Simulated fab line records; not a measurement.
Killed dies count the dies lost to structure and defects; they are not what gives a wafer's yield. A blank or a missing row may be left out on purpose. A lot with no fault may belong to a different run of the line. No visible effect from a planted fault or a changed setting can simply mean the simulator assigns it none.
Tool commonality check    flow ritCmos    14 lots and 48 wafers in the sample

## THE REASON FOR OPENING IT
RIT_M1_RS_MEAS_01, reading M1_AL_RS: flagged on 2 of 14 lots. No-fault wafers: 0.0751 ohm/sq, standard deviation 0.0011.
Rule: a lot is flagged when every wafer of it that has a number lies more than 4 standard deviations from that mean, or none has a number. The rest of the lots are taken to be sound.

lot   measured     on            M1_AL_RS (ohm/sq), wafer by wafer          flag
L190  day 3 14:35  filmMetro-03  0.0765 0.0760 0.0765                       
L191  day 3 17:11  filmMetro-01  0.0762 0.0759 0.0754                       
L192  day 3 20:33  filmMetro-03  0.0750 0.0744 0.0754                       
L193  day 4 01:52  filmMetro-03  0.0758 0.0752 0.0767                       
L194  day 4 06:56  filmMetro-03  0.0731 0.0736 0.0732                       
L195  day 4 13:46  filmMetro-02  0.0752 0.0750 0.0743                       
L197  day 5 02:05  filmMetro-01  0.0747 0.0743 0.0741                       
L199  day 5 09:57  filmMetro-01  0.0749 0.0756 0.0763                       
L200  day 5 15:37  filmMetro-01  0.0364 0.0370 0.0372 0.0365 0.0370 0.0372  FLAGGED
L201  day 5 18:06  filmMetro-02  0.0773 0.0764 0.0757                       
L202  day 5 23:22  filmMetro-01  0.0362 0.0371 0.0372 0.0362 0.0371 0.0372  FLAGGED
L203  day 6 02:39  filmMetro-02  0.0758 0.0745 0.0749                       
L210  day 7 14:59  filmMetro-03  0.0752 0.0738 0.0733                       
L211  day 7 18:51  filmMetro-01  0.0760 0.0771 0.0761                       
Average over the flagged lots: 0.0369 ohm/sq; offset from the usual -0.0382 ohm/sq, equal to -35 standard deviations.

## LOT BY LOT: THE TOOL USED
The record keeps 1 process step preceding the reading, out of 202 steps on the route. Cell contents, in order: the tool; ch with the chambers the sampled wafers went through; the start.
lot   flag     RIT_M1_SPUTTER_00
L190           pvdSputter-02, day 3 14:18
L191           pvdSputter-03, day 3 16:51
L192           pvdSputter-02, day 3 20:15
L193           pvdSputter-03, day 4 01:32
L194           pvdSputter-02, day 4 06:38
L195           pvdSputter-03, day 4 13:26
L197           pvdSputter-03, day 5 01:46
L199           pvdSputter-03, day 5 09:40
L200  FLAGGED  pvdSputter-02, day 5 14:51
L201           pvdSputter-03, day 5 17:47
L202  FLAGGED  pvdSputter-02, day 5 22:35
L203           pvdSputter-03, day 6 02:19
L210           pvdSputter-02, day 7 14:41
L211           pvdSputter-03, day 7 18:34
These steps, and what they do:
- RIT_M1_SPUTTER_00: material Al, target thk 400 nm, time 500 s.
- RIT_M1_RS_MEAS_01: measures by four-point-probe.

## FLAGGED OVER TOTAL, TOOL BY TOOL (the gauges that took the reading come last)
step               tool           lots run  flagged  share of the flagged lots  sound lots run after its first flagged lot
RIT_M1_SPUTTER_00  pvdSputter-02  6         2        all                        1 (L210)
RIT_M1_SPUTTER_00  pvdSputter-03  8         0        none                       -
RIT_M1_RS_MEAS_01  filmMetro-01   6         2        all                        1 (L211)
RIT_M1_RS_MEAS_01  filmMetro-02   3         0        none                       -
RIT_M1_RS_MEAS_01  filmMetro-03   5         0        none                       -

## WHAT IS ALLOWED BY THE TABLE
Every flagged lot went through 2 rows of the table: pvdSputter-02 at RIT_M1_SPUTTER_00 and filmMetro-01 at RIT_M1_RS_MEAS_01.
- pvdSputter-02 at RIT_M1_SPUTTER_00 ran 6 lots, 2 of them flagged. After the first flagged lot (L210), sound lots still ran on it; a lasting fault on the whole tool would not permit that.
- filmMetro-01 at RIT_M1_RS_MEAS_01 ran 6 lots, 2 of them flagged. After the first flagged lot (L211), sound lots still ran on it; a lasting fault on the whole tool would not permit that.
There is no row in the table that ran each flagged lot and no sound lot after the first.

## WHAT WAS PUT IN BY THE SIMULATOR
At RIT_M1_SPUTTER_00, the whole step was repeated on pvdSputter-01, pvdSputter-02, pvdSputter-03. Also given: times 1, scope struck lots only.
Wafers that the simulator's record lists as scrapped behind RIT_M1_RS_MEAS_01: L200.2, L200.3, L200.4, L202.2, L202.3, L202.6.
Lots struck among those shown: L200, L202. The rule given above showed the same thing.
